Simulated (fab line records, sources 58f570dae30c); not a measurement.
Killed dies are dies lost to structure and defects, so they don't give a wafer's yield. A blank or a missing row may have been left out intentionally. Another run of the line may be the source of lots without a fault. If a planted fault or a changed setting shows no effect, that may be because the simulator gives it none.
2 desks looking at one fault | flow berkeley cmos170 | each desk holds nothing but its own numbers, with what lay behind them at the end

## FROM THE METROLOGY DESK
Lot by lot, what the gauges showed, no matter which tool ran the lot: averages of those sampled wafers that carry a number. Marked OUT: a lot whose mean sits more than 4 standard deviations from the usual mean, which makes it out of limits; the brackets give that distance.
Columns: A = NWELL_OXIDE_THK at UCB170_NWELL_THK_MEAS_02, usual 26.2 nm; B = WELLDRIVE_OXIDE_THK at UCB170_WELLDRIVE_THK_MEAS_02, usual 201 nm; C = ACTIVE_NITRIDE_THK at UCB170_ACTIVE_THK_MEAS_06, usual 220.5 nm; D = NVT_TW at UCB170_NVT_TW_MEAS_09, usual 518
lot  | first seen here | A               | B   | C     | D
L354 | day 1 21:50     | 26.7            | 201 | 220.2 | 515
L355 | day 2 04:51     | 26.0            | 201 | 221.4 | 523
L356 | day 2 10:34     | 26.3            | 204 | 219.4 | 522
L357 | day 2 16:24     | 26.4            | 202 | 219.2 | 522
L358 | day 2 16:24     | 26.3            | 203 | 220.7 | 514
L360 | day 3 06:22     | 30.0 (+8.2) OUT | 194 | 223.0 | 524
L361 | day 3 09:05     | 30.6 (+9.3) OUT | 199 | 220.6 | 525
L370 | day 5 05:23     | 26.0            | 197 | 218.8 | 511
L372 | day 5 15:10     | 27.0            | 197 | 222.2 | 514
L373 | day 5 21:11     | 26.0            | 200 | 222.7 | 512
L374 | day 6 08:59     | 26.2            | 207 | 219.0 | 512
L375 | day 6 08:59     | 26.8            | 205 | 221.6 | 511
L377 | day 6 18:00     | 25.9            | 199 | 220.0 | 520
L376 | day 6 18:01     | 25.6            | 204 | 219.3 | 511
Finding of this desk: L360, L361 out of limits, first seen on L360 at day 3 06:22 (NWELL_OXIDE_THK at UCB170_NWELL_THK_MEAS_02). In limits: L354, L355, L356, L357, L358, L370, L372, L373, L374, L375, L377, L376.

## DESK OF THE TOOL OWNER: furnace-04
The tool's own readings at UCB170_NWELL_OXIDATION_01 (target thk 26.4 nm, ox time 1260 s): means of the sampled wafers that have a number, for each lot that ran on this tool. Marked OUT: a lot whose mean sits more than 4 standard deviations from the usual mean, which makes it out of limits; the brackets give that distance.
Columns: A = spike tc centre C at UCB170_NWELL_OXIDATION_01, usual 1003.3 C; B = spike tc load C at UCB170_NWELL_OXIDATION_01, usual 1027.2 C; C = spike tc source C at UCB170_NWELL_OXIDATION_01, usual 1028.8 C; D = tube center temp C at UCB170_NWELL_OXIDATION_01, usual 1000 C; E = tube_center_temp_C_max at UCB170_NWELL_OXIDATION_01, usual 1002.6
lot  | first seen here | A                | B                 | C                | D                      | E
L354 | day 1 20:29     | 1003.7           | 1025.4            | 1029.0           | 1000                   | 1002.8
L355 | day 2 03:30     | 1003.0           | 1024.9            | 1029.5           | 1000                   | 1002.4
L356 | day 2 09:12     | 1002.5           | 1025.0            | 1029.8           | 1000                   | 1002.5
L357 | day 2 15:03     | 1003.1           | 1024.3            | 1028.9           | 1000                   | 1002.6
L358 | day 2 15:03     | 1002.8           | 1024.9            | 1029.4           | 1000                   | 1002.7
L360 | day 3 05:01     | 1018.8 (+13) OUT | 1043.4 (+6.2) OUT | 1045.9 (+11) OUT | 1017 (+99 or more) OUT | 1020.1 (+42) OUT
L361 | day 3 07:43     | 1020.2 (+14) OUT | 1041.4 (+5.5) OUT | 1046.3 (+12) OUT | 1017 (+99 or more) OUT | 1019.4 (+40) OUT
Finding of this desk: L360, L361 out of limits; the first was L360 at day 3 05:01, on spike tc centre C at UCB170_NWELL_OXIDATION_01. In limits: L354, L355, L356, L357, L358.

## PUT TOGETHER
On L360, L361, at day 3 05:01, an alarm was possible from the tool owner's desk.
Metrology desk: alarm possible at day 3 06:22 on L360, L361.
On furnace-04, each named lot ran UCB170_NWELL_OXIDATION_01.

## WHAT WAS PUT IN BY THE SIMULATOR
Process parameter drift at UCB170_NWELL_OXIDATION_01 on furnace-04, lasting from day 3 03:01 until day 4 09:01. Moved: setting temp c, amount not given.
Lots struck among those shown: L360, L361.
Time in hours from fault onset to the first out-of-limits reading at each desk: tool owner's desk 2, metrology desk 3.
